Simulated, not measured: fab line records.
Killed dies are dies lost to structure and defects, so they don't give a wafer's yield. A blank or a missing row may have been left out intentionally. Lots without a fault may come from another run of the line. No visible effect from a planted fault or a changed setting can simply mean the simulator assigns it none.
Matching of chambers	flow berkeley cmos170	UCB170_GATE_ETCH_15 on rie si-02 has 4 sister chambers
The step etches poly-Si in HBr/Cl2, stops on SiO2, time 56.3 s, target depth 278.2 nm. 16 wafers are shown with their chamber, then 8 later ones without.

WAFERS, EACH WITH ITS CHAMBER
wafer	chamber	throttle valve pct (%)	oes product au (a.u.)
L917.1	0	26.47	0.818
L917.2	2	26.06	0.821
L917.4	1	26.46	0.830
L919.1	3	26.38	0.837
L919.3	0	26.46	0.828
L919.6	1	26.48	0.814
L921.1	0	26.48	0.817
L921.3	3	26.38	0.826
L921.5	1	26.45	0.809
L923.2	1	26.46	0.825
L923.5	1	26.47	0.833
L923.6	0	26.47	0.829
L927.2	3	26.37	0.840
L927.3	1	26.47	0.838
L927.4	2	26.06	0.830
L925.2	0	26.47	0.823

SIGNATURES (averages over the wafers above)
reading	chamber 0	chamber 1	chamber 2	chamber 3	scatter within a chamber
throttle valve pct	26.4700	26.4650	26.0600	26.3767	0.00825
oes product au	0.82300	0.82483	0.82550	0.83433	0.00869
Rule: distance of a wafer from a chamber = root of the sum over the readings of ((wafer's reading minus chamber's mean) / reading's scatter) squared. The wafer belongs to the nearest chamber; if the next one is less than 2 further off, it can't be placed. The scatter: take each reading less its chamber's mean, square it, sum over the shown wafers, divide by the number of wafers less the number of chambers, and take the root.

WAFERS WITHOUT THEIR CHAMBER
wafer	throttle valve pct (%)	oes product au (a.u.)
L925.4	26.37	0.833
L925.5	26.51	0.816
L933.2	26.39	0.837
L933.4	26.48	0.825
L933.5	26.46	0.819
L939.1	26.38	0.831
L939.2	26.05	0.821
L939.4	26.48	0.825

WHICH CHAMBER EACH WENT THROUGH
wafer	from the rows above	in truth
L925.4	3	3
L925.5	can't be placed: 0 or 1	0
L933.2	3	3
L933.4	can't be placed: 0 or 1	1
L933.5	can't be placed: 1 or 0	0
L939.1	3	3
L939.2	2	2
L939.4	can't be placed: 0 or 1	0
Correct placement for 4 of the 8. From these rows, 4 cannot be placed; in 4 the true chamber is one of the candidates. 0 placed wrongly.
